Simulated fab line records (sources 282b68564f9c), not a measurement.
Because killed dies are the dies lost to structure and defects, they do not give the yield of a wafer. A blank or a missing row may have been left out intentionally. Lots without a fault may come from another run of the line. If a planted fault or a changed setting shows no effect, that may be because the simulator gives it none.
Struck lot and sound lot, side by side    flow rit cmos    34 out of 202 route steps
Sound: the wafers L112.1, L112.4, L112.5. Struck: wafers L101.1, L101.5, L101.6. The cause is given at the end.
For every step that has rows: the tool of each side, followed by ch and its chambers, followed by its first start. Under that, the readings that differ: sound wafers    struck wafers    difference of the means    sigmas: that difference in standard deviations of wafers without a fault.
alike: readings with means less than 2 such deviations apart, plus words and numbers identical on both sides. not compared: withheld readings, readings lacking a value on some wafer, bounds such as >300 that could conceal the same value, and numbers that have no deviation in the record and whose values overlap.
A row with sigmas, a row that says differs or no value, or rows on one side alone: a step with any of these is where the two part. Numbers that don't overlap but have no deviation are shown without sigmas and don't part them. A reading missing from all wafers of one side parts the sides only when that side holds two or more wafers.

first, 2 steps without rows for these wafers: RIT_SPACER_CLEAN_02 (cleans in SC2, time 600 s); RIT_SPACER_CVD_03 (deposits Si3N4 from SiH2Cl2/NH3, target thk 250 nm, time 3300 s).
RIT_SPACER_THK_MEAS_04:
  sound: film metro-01 at day 6 23:29; struck: film metro-04 at day 4 15:55
  alike: SPACER_NITRIDE_THK
RIT_SPACER_ETCHBACK_05: etches Si3N4 in SF6/CHF3, stops on SiO2, target depth 250 nm, time 240 s.
  sound on rie diel-02 ch 0,2,3, day 6 23:33; struck on rie diel-01 ch 1,2, day 4 15:59
reading               sound              struck             difference  sigmas
SF6_flow_sccm (sccm)  30.03 30.05 30.02  29.78 29.54 29.99  -0.26       -3
  alike: drypump motor current A, oes product au, rf fwd power W, throttle valve pct
  not compared: rf hours counter h
then, 6 steps without rows for these wafers: RIT_NSD_HMDS_00 (prime time 60 s); RIT_NSD_COAT_01 (resist thk 1000 nm); RIT_NSD_SOFTBAKE_02 (time 60 s); RIT_NSD_EXPOSE_03 (exposes mask M9, target cd 40700 nm); RIT_NSD_PEB_04; RIT_NSD_DEVELOP_05 (develop time 50 s).
RIT_NSD_OVL_MEAS_06:
  sound: overlay-02 at day 7 00:40; struck: overlay-01 at day 4 16:59
  alike: NSD_OVL
then, 1 step without rows for these wafers: RIT_NSD_HARDBAKE_07 (time 60 s).
RIT_NSD_IMPLANT_08:
  sound on implanter-03 ch 0, day 7 00:50; struck on implanter-01 ch 0, day 4 17:29
RIT_NSD_STRIP_09: strips in O2, time 180 s.
  sound on plasma asher-02 ch 0,1, day 7 00:59; struck on plasma asher-01 ch 0,1, day 4 17:38
  alike: drypump motor current A
  not compared: rf hours counter h
RIT_NSD_TW_MEAS_10:
  sound: film metro-02 at day 7 01:10; struck: film metro-03 at day 4 17:49
reading  sound           struck          difference  sigmas
NSD_TW   3122 3119 3116  3550 3547 3560  +433        +33
then, 6 steps without rows for these wafers: RIT_PSD_HMDS_00 (prime time 60 s); RIT_PSD_COAT_01 (resist thk 1000 nm); RIT_PSD_SOFTBAKE_02 (time 60 s); RIT_PSD_EXPOSE_03 (exposes mask M10, target cd 40900 nm); RIT_PSD_PEB_04; RIT_PSD_DEVELOP_05 (develop time 50 s).
RIT_PSD_OVL_MEAS_06:
  sound: overlay-02 at day 7 02:12; struck: overlay-02 at day 4 18:48
reading       sound           struck       difference  sigmas
PSD_OVL (nm)  -0.1 -0.5 -0.7  2.2 2.8 4.2  +3.5        +2
then, 2 steps without rows for these wafers: RIT_PSD_HARDBAKE_07 (time 60 s); RIT_PSD_IMPLANT_08.
RIT_PSD_STRIP_09: strips in O2, time 180 s.
  sound on plasma asher-02 ch 0,1, day 7 02:32; struck on plasma asher-01 ch 0,1, day 4 19:08
  alike: drypump motor current A
  not compared: rf hours counter h
RIT_PSD_TW_MEAS_10:
  sound: film metro-02 at day 7 02:43; struck: film metro-03 at day 4 19:19
  alike: PSD_TW
then, 3 steps without rows for these wafers: RIT_SDANNEAL_CLEAN_00 (cleans in SC1, time 600 s); RIT_SDANNEAL_CLEAN_01 (cleans in dHF, time 30 s); RIT_SDANNEAL_CLEAN_02 (cleans in SC2, time 600 s).
RIT_SDANNEAL_RTA_03: time 5 s.
  sound on rtp anneal-02 ch 0, day 7 03:08; struck on rtp anneal-01 ch 0, day 4 19:47
  alike: wafer_temp_C_max
RIT_SDANNEAL_RS_MEAS_04: measurement is done with a four-point probe.
  sound: film metro-03 at day 7 03:12; struck: film metro-02 at day 4 19:51
  alike: PSD_RS
RIT_SDANNEAL_RS_MEAS_05: measurement is done with a four-point probe.
  sound: film metro-03 at day 7 03:19; struck: film metro-02 at day 4 19:58
reading          sound              struck             difference  sigmas
NSD_RS (ohm/sq)  84.18 84.29 84.22  52.13 52.14 52.11  -32.10      -99 or more
RIT_SDANNEAL_RS_MEAS_06: measurement is done with a four-point probe.
  sound: film metro-03 at day 7 03:26; struck: film metro-02 at day 4 20:05
  alike: PLDD_RS
RIT_M1_PROBE_99:
  sound: prober-02 at day 7 10:34; struck: prober-01 at day 5 03:53
  alike: killed_at_M0_to_M3, killed at contacts, killed at front end, killed dies, killed open, killed short

WHERE THEY PART
Earliest at RIT_SPACER_ETCHBACK_05; latest, in this record, at RIT_SDANNEAL_RS_MEAS_05. Later steps at which nothing parts them and some readings are alike: RIT_SDANNEAL_RS_MEAS_06, RIT_M1_PROBE_99.

WHY: what had been put in by the simulator
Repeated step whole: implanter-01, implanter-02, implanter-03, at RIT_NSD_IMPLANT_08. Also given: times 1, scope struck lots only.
